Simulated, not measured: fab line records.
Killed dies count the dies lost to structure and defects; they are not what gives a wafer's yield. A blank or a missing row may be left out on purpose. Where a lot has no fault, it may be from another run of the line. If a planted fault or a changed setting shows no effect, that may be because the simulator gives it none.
What tool caused it? + flow berkeley cmos170 + 14 lots, 42 wafers sampled, at 2 steps of a route of 331

== WHAT THE GAUGES READ, wafer by wafer ==
UCB170_M3_RS_MEAS_02: measurement is done with a four-point probe.
| lot  | measured     | on            | M3_AL_RS (ohm/sq)    |
|------|--------------|---------------|----------------------|
| L902 | day 9 11:19  | film metro-02 | 0.0319 0.0320 0.0320 |
| L903 | day 9 13:44  | film metro-02 | 0.0327 0.0328 0.0326 |
| L904 | day 9 16:14  | film metro-01 | 0.0319 0.0317 0.0317 |
| L909 | day 10 17:14 | film metro-01 | 0.0324 0.0323 0.0321 |
| L910 | day 11 04:32 | film metro-02 | - - - - - -          |
| L911 | day 11 06:08 | film metro-02 | - - - - - -          |
| L915 | day 12 08:04 | film metro-01 | 0.0326 0.0328 0.0327 |
| L919 | day 13 04:20 | film metro-04 | 0.0324 0.0321 0.0319 |
| L917 | day 13 07:35 | film metro-04 | 0.0316 0.0324 0.0322 |
| L918 | day 13 10:45 | film metro-02 | 0.0320 0.0317 0.0320 |
| L921 | day 13 22:52 | film metro-02 | 0.0329 0.0328 0.0328 |
| L922 | day 13 23:04 | film metro-01 | 0.0329 0.0320 0.0324 |
| L923 | day 14 05:07 | film metro-02 | 0.0324 0.0319 0.0323 |
| L924 | day 14 15:05 | film metro-04 | 0.0329 0.0321 0.0327 |

== WHICH TOOL RAN EACH LOT (tool, then ch and the chambers of the sampled wafers, then the start) ==
| lot  | UCB170_M3_SPUTTER_01         |
|------|------------------------------|
| L902 | pvd sputter-04, day 9 11:13  |
| L903 | pvd sputter-02, day 9 13:36  |
| L904 | pvd sputter-03, day 9 16:09  |
| L909 | pvd sputter-02, day 10 17:10 |
| L910 | pvd sputter-02, day 11 04:28 |
| L911 | pvd sputter-03, day 11 06:04 |
| L915 | pvd sputter-02, day 12 07:57 |
| L919 | pvd sputter-04, day 13 04:13 |
| L917 | pvd sputter-03, day 13 07:27 |
| L918 | pvd sputter-04, day 13 10:39 |
| L921 | pvd sputter-02, day 13 22:46 |
| L922 | pvd sputter-03, day 13 22:58 |
| L923 | pvd sputter-04, day 14 05:01 |
| L924 | pvd sputter-03, day 14 15:00 |
- UCB170_M3_SPUTTER_01: material Al, target thk 900 nm, time 120 s.

== AS READ BY THE TOOLS THEMSELVES (means over the sampled wafers that have a number; for cases with no such wafer, the mark the record gives instead) ==
UCB170_M3_SPUTTER_01.
| lot  | tool           | cathode dc power W (W) | chamber pressure pa (Pa) | throttle valve pct (%) |
|------|----------------|------------------------|--------------------------|------------------------|
| L902 | pvd sputter-04 | 5999.6                 | 0.4996                   | 29.6                   |
| L903 | pvd sputter-02 | 5999.9                 | 0.5005                   | 29.3                   |
| L904 | pvd sputter-03 | 6000.9                 | 0.4991                   | 31.1                   |
| L909 | pvd sputter-02 | 6000.9                 | 0.5010                   | 30.5                   |
| L910 | pvd sputter-02 | -                      | -                        | -                      |
| L911 | pvd sputter-03 | -                      | -                        | -                      |
| L915 | pvd sputter-02 | 6000.1                 | 0.4999                   | 30.0                   |
| L919 | pvd sputter-04 | 5999.6                 | 0.5004                   | 29.1                   |
| L917 | pvd sputter-03 | 5999.7                 | 0.5011                   | 30.4                   |
| L918 | pvd sputter-04 | 5999.7                 | 0.4995                   | 29.6                   |
| L921 | pvd sputter-02 | 5999.5                 | 0.4996                   | 29.6                   |
| L922 | pvd sputter-03 | 6000.5                 | 0.4992                   | 29.5                   |
| L923 | pvd sputter-04 | 6000.5                 | 0.4994                   | 29.9                   |
| L924 | pvd sputter-03 | 5999.4                 | 0.5004                   | 29.5                   |

== THE ANSWER, worked out from the rows above alone ==
Rule: what is usual is taken from the lots themselves. The widest of any qualifying gaps counts: lots, ordered by their means at a reading, are off when they make up no more than a third of the lots, leave a main group of 4 or more, and stand apart from it by 3 or more times the standard deviation of that group's means. A main group is skipped when, at the precision printed for the reading in the tables above, its means are all equal. A lot without any number at a reading at which 4 lots or more have one is off too. All remaining lots with rows at the step are treated as sound. After the gauges, taken in route order, come the tools' own readings; for these a lot's mean is taken, as printed above. At the first step where some lot is off, the reading lying furthest off is the one used; lots without a number count as furthest.
Off: L910, L911, at UCB170_M3_RS_MEAS_02 (M3_AL_RS). Without a number there: L910, L911. Mean 0.0323 ohm/sq and standard deviation 0.00033 in the main group.
If a tool, at a process step before that reading, ran all the lots that are off and no sound lot after the first of them, it fits. The gauges at UCB170_M3_RS_MEAS_02 aren't tried: what is off there is off at UCB170_M3_SPUTTER_01 too, on other tools, and a gauge's error can't cause that. Of those tried, none fits.

== WHAT HAD BEEN PUT IN BY THE SIMULATOR ==
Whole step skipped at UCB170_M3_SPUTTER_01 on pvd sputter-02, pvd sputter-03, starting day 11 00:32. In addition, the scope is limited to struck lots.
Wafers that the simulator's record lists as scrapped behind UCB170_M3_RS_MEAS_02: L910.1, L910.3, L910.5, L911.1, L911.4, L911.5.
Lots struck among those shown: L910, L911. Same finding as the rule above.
